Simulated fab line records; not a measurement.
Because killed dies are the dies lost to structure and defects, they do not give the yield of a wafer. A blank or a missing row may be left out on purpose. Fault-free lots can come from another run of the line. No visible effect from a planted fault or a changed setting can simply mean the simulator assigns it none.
Check of tool commonality :: flow berkeley_cmos170 :: Lots sampled 16, wafers sampled 60

WHY THIS WAS OPENED
4 of 16 lots carry a flag on the reading PSD_OVL at UCB170_PSD_OVL_MEAS_07. Wafers without a fault read 1 nm, standard deviation 5.2.
Rule: flag the lot when none of its wafers has a number, or when each of its wafers that has one lies beyond 4 standard deviations from that mean. As for the other lots, they are considered sound.

lot: L208
measured: day 6 02:46
on: overlay-02
PSD_OVL (nm), wafer by wafer: 3 15 5
flag: 

lot: L209
measured: day 6 14:47
on: overlay-02
PSD_OVL (nm), wafer by wafer: -4 0 -5
flag: 

lot: L211
measured: day 7 03:05
on: overlay-01
PSD_OVL (nm), wafer by wafer: 11 8 10
flag: 

lot: L210
measured: day 7 03:14
on: overlay-01
PSD_OVL (nm), wafer by wafer: -8 -4 -6
flag: 

lot: L214
measured: day 8 01:04
on: overlay-01
PSD_OVL (nm), wafer by wafer: -3 3 5
flag: 

lot: L216
measured: day 8 06:26
on: overlay-02
PSD_OVL (nm), wafer by wafer: 2 6 3
flag: 

lot: L215
measured: day 8 10:16
on: overlay-01
PSD_OVL (nm), wafer by wafer: -1 -2 -4
flag: 

lot: L217
measured: day 8 10:23
on: overlay-01
PSD_OVL (nm), wafer by wafer: 5 7 6
flag: 

lot: L218
measured: day 9 00:10
on: overlay-02
PSD_OVL (nm), wafer by wafer: 4 -6 -2
flag: 

lot: L219
measured: day 9 11:39
on: overlay-01
PSD_OVL (nm), wafer by wafer: -6 3 5
flag: 

lot: L220
measured: day 9 17:23
on: overlay-01
PSD_OVL (nm), wafer by wafer: 158 151 149 159 148 148
flag: FLAGGED

lot: L221
measured: day 10 01:56
on: overlay-01
PSD_OVL (nm), wafer by wafer: 7 5 5
flag: 

lot: L222
measured: day 10 01:58
on: overlay-02
PSD_OVL (nm), wafer by wafer: 155 153 150 153 155 148
flag: FLAGGED

lot: L224
measured: day 10 02:13
on: overlay-01
PSD_OVL (nm), wafer by wafer: 3 1 11
flag: 

lot: L226
measured: day 10 02:30
on: overlay-01
PSD_OVL (nm), wafer by wafer: 155 160 161 153 161 162
flag: FLAGGED

lot: L227
measured: day 11 06:37
on: overlay-01
PSD_OVL (nm), wafer by wafer: 152 161 162 153 158 160
flag: FLAGGED
Average over the flagged lots: 155 nm; offset from the usual +154 nm, equal to +30 standard deviations.

EACH LOT AND THE TOOL IT RAN ON
The record holds 1 process step before the reading, out of a route of 331 steps. Cell contents, in order: the tool; ch with the chambers the sampled wafers went through; the start.
lot: L208
flag: 
UCB170_PSD_EXPOSE_03: krf_scanner-02 ch 0, day 6 02:13

lot: L209
flag: 
UCB170_PSD_EXPOSE_03: krf_scanner-02 ch 0, day 6 14:07

lot: L211
flag: 
UCB170_PSD_EXPOSE_03: krf_scanner-01 ch 0, day 7 02:22

lot: L210
flag: 
UCB170_PSD_EXPOSE_03: krf_scanner-02 ch 0, day 7 02:45

lot: L214
flag: 
UCB170_PSD_EXPOSE_03: krf_scanner-02 ch 0, day 8 00:25

lot: L216
flag: 
UCB170_PSD_EXPOSE_03: krf_scanner-02 ch 0, day 8 05:53

lot: L215
flag: 
UCB170_PSD_EXPOSE_03: krf_scanner-01 ch 0, day 8 09:44

lot: L217
flag: 
UCB170_PSD_EXPOSE_03: krf_scanner-01 ch 0, day 8 09:54

lot: L218
flag: 
UCB170_PSD_EXPOSE_03: krf_scanner-02 ch 0, day 8 23:16

lot: L219
flag: 
UCB170_PSD_EXPOSE_03: krf_scanner-01 ch 0, day 9 11:10

lot: L220
flag: FLAGGED
UCB170_PSD_EXPOSE_03: krf_scanner-01 ch 0, day 9 16:33

lot: L221
flag: 
UCB170_PSD_EXPOSE_03: krf_scanner-02 ch 0, day 10 00:59

lot: L222
flag: FLAGGED
UCB170_PSD_EXPOSE_03: krf_scanner-01 ch 0, day 10 01:13

lot: L224
flag: 
UCB170_PSD_EXPOSE_03: krf_scanner-02 ch 0, day 10 01:28

lot: L226
flag: FLAGGED
UCB170_PSD_EXPOSE_03: krf_scanner-01 ch 0, day 10 01:51

lot: L227
flag: FLAGGED
UCB170_PSD_EXPOSE_03: krf_scanner-01 ch 0, day 11 05:25
These steps, and what they do:
- UCB170_PSD_EXPOSE_03: exposes mask PSELECT MOD, target cd 1200 nm.
- UCB170_PSD_OVL_MEAS_07

FLAGGED AGAINST TOTAL, ONE TOOL AT A TIME (gauges that did the reading follow at the end)
step: UCB170_PSD_EXPOSE_03
tool: krf_scanner-01
lots run: 8
flagged: 4
share of the flagged lots: all
sound lots run after its first flagged lot: 0

step: UCB170_PSD_EXPOSE_03
tool: krf_scanner-02
lots run: 8
flagged: 0
share of the flagged lots: none
sound lots run after its first flagged lot: -

step: UCB170_PSD_OVL_MEAS_07
tool: overlay-01
lots run: 11
flagged: 3
share of the flagged lots: some
sound lots run after its first flagged lot: 2 (L221,L224)

step: UCB170_PSD_OVL_MEAS_07
tool: overlay-02
lots run: 5
flagged: 1
share of the flagged lots: some
sound lots run after its first flagged lot: 0

WHAT THE TABLE PERMITS
Rows of the table that ran each flagged lot: 1, that is krf_scanner-01 at UCB170_PSD_EXPOSE_03.
- krf_scanner-01 at UCB170_PSD_EXPOSE_03: 4 of its 8 lots flagged. It ran its last sound lot, L219, at day 9 11:10 and its first flagged lot, L220, at day 9 16:33: a fault with its onset between the two fits.
Left over: one tool, krf_scanner-01 at UCB170_PSD_EXPOSE_03.

WHAT THE SIMULATOR PUT IN
Scanner matching overlay: krf_scanner-01, from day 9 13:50 on, at UCB170_PSD_EXPOSE_03. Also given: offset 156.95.
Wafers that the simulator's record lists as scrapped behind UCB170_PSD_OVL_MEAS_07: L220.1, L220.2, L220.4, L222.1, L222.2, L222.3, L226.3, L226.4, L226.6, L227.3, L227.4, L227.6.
Shown lots that were struck: L220, L222, L226, L227. This agrees with what the rule above found.
